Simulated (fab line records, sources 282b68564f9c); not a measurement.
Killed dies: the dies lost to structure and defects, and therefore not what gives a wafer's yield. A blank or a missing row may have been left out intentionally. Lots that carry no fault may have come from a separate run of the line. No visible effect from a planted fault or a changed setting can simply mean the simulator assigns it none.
2 desks looking at one fault | flow ritCmos | each desk holds nothing but its own numbers, with what lay behind them at the end

AT THE METROLOGY DESK
What the gauges read, lot by lot, whatever tool the lot ran on: means of the sampled wafers that have a number. Any lot whose mean is over 4 standard deviations away from the usual mean is out of limits and marked OUT; that distance is given in the brackets.
Columns: A = NRETRO_TW at RIT_NRETRO_TW_MEAS_10, usual 1051
lot  | first seen here | A
L222 | day 2 07:23     | 1049
L223 | day 2 13:41     | 1050
L226 | day 3 01:40     | 1046
L228 | day 3 12:14     | 1063
L229 | day 3 17:21     | 1062
L230 | day 3 22:46     | 1061
L232 | day 4 08:18     | 1042
L234 | day 4 17:49     | 1051
L238 | day 5 14:04     | 931 (-13) OUT
L240 | day 6 05:46     | 932 (-13) OUT
L242 | day 6 12:32     | 1039
L243 | day 6 18:07     | 1065
L244 | day 6 19:50     | 1041
L245 | day 7 02:01     | 1047
Finding of this desk: L238, L240 out of limits, first seen on L238 at day 5 14:04 (NRETRO_TW at RIT_NRETRO_TW_MEAS_10). L222, L223, L226, L228, L229, L230, L232, L234, L242, L243, L244, L245 stayed within limits.

DESK OF THE TOOL OWNER: implanter-03
For each lot that ran on this tool, the mean over its sampled wafers that have a number, from the tool's own readings at RIT_NRETRO_IMPLANT_08. Any lot whose mean is over 4 standard deviations away from the usual mean is out of limits and marked OUT; that distance is given in the brackets.
Columns: A = beamEnergyKeV at RIT_NRETRO_IMPLANT_08, usual 70.002
lot  | first seen here | A
L222 | day 2 07:07     | 70.007
L234 | day 4 17:30     | 69.983
L238 | day 5 13:47     | 45.532 (-99 or more) OUT
L240 | day 6 05:26     | 45.504 (-99 or more) OUT
This desk's finding: out of limits on L238, L240; first on L238, day 5 13:47 (beamEnergyKeV at RIT_NRETRO_IMPLANT_08). L222, L234 stayed within limits.

ALL TOGETHER
The tool owner's desk could have raised an alarm at day 5 13:47, on L238, L240.
On L238, L240, the metrology desk was in a position to raise an alarm at day 5 14:04.
The lots listed all ran RIT_NRETRO_IMPLANT_08 on implanter-03.

WHAT THE SIMULATOR PUT IN
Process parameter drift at RIT_NRETRO_IMPLANT_08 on implanter-03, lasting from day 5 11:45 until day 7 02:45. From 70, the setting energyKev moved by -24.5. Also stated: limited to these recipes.
Struck lots among those shown: L238, L240.
Delay (hours) between the fault's onset and each desk's first out-of-limits reading: 2 at the tool owner's desk, 2 at the metrology desk.
